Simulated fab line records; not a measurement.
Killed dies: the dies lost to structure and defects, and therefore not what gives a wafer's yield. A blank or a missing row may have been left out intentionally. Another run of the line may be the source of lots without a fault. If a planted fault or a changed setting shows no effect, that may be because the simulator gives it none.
Which tool was responsible? + flow berkeley_cmos170 + Sampling: 7 lots, 21 wafers, 2 of 331 route steps

== WHAT THE GAUGES READ, wafer by wafer ==
UCB170_GATE_THK_MEAS_05.
| lot  | measured     | on            | GATE_POLY_THK (nm) |
|------|--------------|---------------|--------------------|
| L430 | day 7 01:04  | film_metro-02 | 213.4 213.5 213.2  |
| L433 | day 8 02:57  | film_metro-01 | 212.9 213.3 215.5  |
| L435 | day 8 02:57  | film_metro-04 | 215.1 213.5 212.4  |
| L438 | day 9 00:56  | film_metro-04 | 213.1 213.8 212.9  |
| L440 | day 10 00:28 | film_metro-04 | 431.0 428.5 431.3  |
| L445 | day 10 04:04 | film_metro-04 | 215.7 216.7 215.7  |
| L450 | day 11 14:16 | film_metro-02 | 431.5 428.1 431.8  |

== TOOL THAT RAN EACH LOT (tool first, then ch and the chambers of the sampled wafers, then the start) ==
| lot  | UCB170_GATE_CVD_04          |
|------|-----------------------------|
| L430 | lpcvd-01 ch 1, day 6 23:36  |
| L433 | lpcvd-02 ch 1, day 8 01:33  |
| L435 | lpcvd-02 ch 0, day 8 01:33  |
| L438 | lpcvd-02 ch 0, day 8 23:31  |
| L440 | lpcvd-01 ch 0, day 9 21:29  |
| L445 | lpcvd-02 ch 1, day 10 02:39 |
| L450 | lpcvd-02 ch 0, day 11 09:55 |
- UCB170_GATE_CVD_04: deposits poly-Si from SiH4, time 1440 s, target thk 214 nm.

== THE ANSWER, worked out from the rows above alone ==
Rule: the lots themselves supply what counts as usual. Put in order of their means at a reading, lots are off if they are a third of the lots or fewer, leave a main group of 4 or more, and stand apart from it by a gap of 3 or more times the standard deviation of the main group's means; of several such gaps the widest counts. The tables above print the reading to a certain number of digits; a main group whose means all agree to those digits is not used. A lot without any number at a reading at which 4 lots or more have one is off too. The other lots that the step has rows for count as sound.
Off: at UCB170_GATE_THK_MEAS_05 (GATE_POLY_THK), L440, L450. The main group has a mean of 214.0 nm with a standard deviation of 1.
If a tool, at a process step before that reading, ran all the lots that are off and no sound lot after the first of them, it fits. Gauges at UCB170_GATE_THK_MEAS_05: tried the same way as those tools. Not one of the candidates tried fits.

== WHAT HAD BEEN PUT IN BY THE SIMULATOR ==
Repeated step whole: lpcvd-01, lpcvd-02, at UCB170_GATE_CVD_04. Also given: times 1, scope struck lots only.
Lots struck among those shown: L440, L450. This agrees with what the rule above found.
